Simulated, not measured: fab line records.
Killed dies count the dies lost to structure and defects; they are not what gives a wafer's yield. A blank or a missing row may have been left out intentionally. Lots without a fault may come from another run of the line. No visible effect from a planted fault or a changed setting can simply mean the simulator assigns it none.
fab line records | flow rit-cmos
record: lots: 14 wafers: 41 last-day: 7
route steps=202 shown SILICIDE@167
lots that met no fault: taken from a fault-free run of the same line
start-h: the number of hours between the record's first day and the start of the first shown wafer of the lot | wait-h: hours elapsed since this lot's preceding step | " unchanged from the row above | L1.1+2: one row covering several wafers at once | - no value, or no start was given | * or withheld: withheld | < > ~ a bound
route shown NAME@n: a module of which the file shows steps, and the number in the route of the first | usual: mean and standard deviation over wafers with no fault | same: alike in all rows | chamber/n: place in a boat | sites: each site's reading | _std_site: their standard deviation | _edge_site: outer sites' mean less inner sites' | radius-mm: how far each site lies from the wafer's centre | mask NAME#n: copy n | behind: the tool/chamber that last shaped the wafer | hold: why the lot went on hold/how many hours it stayed there/how the hold came to an end | device: the transistor (n, p or np) that didn't switch | end of line: at the end of the route, the tests of the same wafers | a step with no rows: only its recipe | killed: dies that structure and defects cost at the first sort, which is not the same as the wafer's yield | map: the dies of a wafer, with x for killed, . for not killed, _ for no die there
set.NAME: setting as actually run; set.NAME@STEP: the setting as run at that earlier step | model.NAME: the simulator's own value behind a step, which no gauge read
route steps across a sampled set of lots; one table per step, one row per wafer
services: a tool's chamber out of use, with start hour (start-h, from the record's first day; less than 0 if before it), hours out, and reason
== steps ==
step: RIT_SILICIDE_RTA_06
recipe: temp-c: 750 time-s: 10 idle-temp-c: 25 ramp-up-s: 5 ramp-down-s: 10 cool-to-c: 25 ambient: N2
usual: wafer_temp_C_max: 752.5/0.6
columns lot.wafer tool chamber start-h wait-h wafer_temp_C_max
L484.1 rtp-anneal-02 0 53.59 0.0 752.7
L484.2 " 0 " " 753.2
L484.4 " 0 " " 752.9
L485.1 rtp-anneal-01 0 62.43 0.0 751.8
L485.2 " 0 " " 752.7
L485.6 " 0 " " 751.9
L486.2 rtp-anneal-02 0 66.74 0.0 752.3
L486.4 " 0 " " 752.2
L486.6 " 0 " " 753.0
L487.1 rtp-anneal-01 0 72.13 0.0 752.3
L487.4 " 0 " " 752.1
L487.6 " 0 " " 752.1
L489.1 rtp-anneal-01 0 79.95 0.0 753.0
L489.3 " 0 " " 752.7
L489.5 " 0 " " 753.6
L490.1 rtp-anneal-02 0 86.50 0.0 753.3
L490.3 " 0 " " 752.7
L490.6 " 0 " " 752.1
L491.1 rtp-anneal-01 0 96.88 0.0 752.6
L491.2 " 0 " " 752.9
L491.3 " 0 " " 752.4
L492.2 rtp-anneal-02 0 99.70 0.0 753.7
L492.5 " 0 " " 753.0
L492.6 " 0 " " 753.1
L493.1 rtp-anneal-01 0 102.22 0.0 751.9
L493.3 " 0 " " 752.3
L493.4 " 0 " " 751.8
L497.2 rtp-anneal-01 0 120.70 0.0 752.6
L497.5 " 0 " " 752.9
L497.6 " 0 " " 752.6
L500.3 rtp-anneal-02 0 135.65 0.0 749.7
L500.4 " 0 " " 749.9
L502.3 rtp-anneal-02 0 143.90 0.0 750.0
L502.4 " 0 " " 749.3
L502.6 " 0 " " 748.4
L505.3 rtp-anneal-01 0 159.26 0.0 752.2
L505.4 " 0 " " 752.8
L505.6 " 0 " " 752.1
L507.1 rtp-anneal-01 0 170.30 0.0 752.0
L507.4 " 0 " " 752.3
L507.5 " 0 " " 752.1
== services ==
columns tool chamber start-h hours kind
rtp-anneal-01 - 66.52 0.7 pm
== key ==
first-sign: step: RIT_SILICIDE_RTA_06 reading: wafer_temp_C_max direction: down sigmas: 5.2 usual: * struck: *
effect none on later readings
met-at RIT_SILICIDE_RTA_06
struck-lots L500,L502
tester-left-out L500,L502
onset-between 99.70 135.65
fault: kind: process-parameter-drift tool: rtp-anneal-02 chamber: - onset-h: 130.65 steps: RIT_SILICIDE_RTA_06 channel: temp-c offset: * shape: step end-h: 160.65 acts-in: * stated: *
tester-left-out: of these lots the tester's yield and bins aren't shown, on N5 and GAA mostly nor the transistor test; their killed dies are dies lost to structure and defects alone, not to doping, threshold or leakage, so they don't give the yield
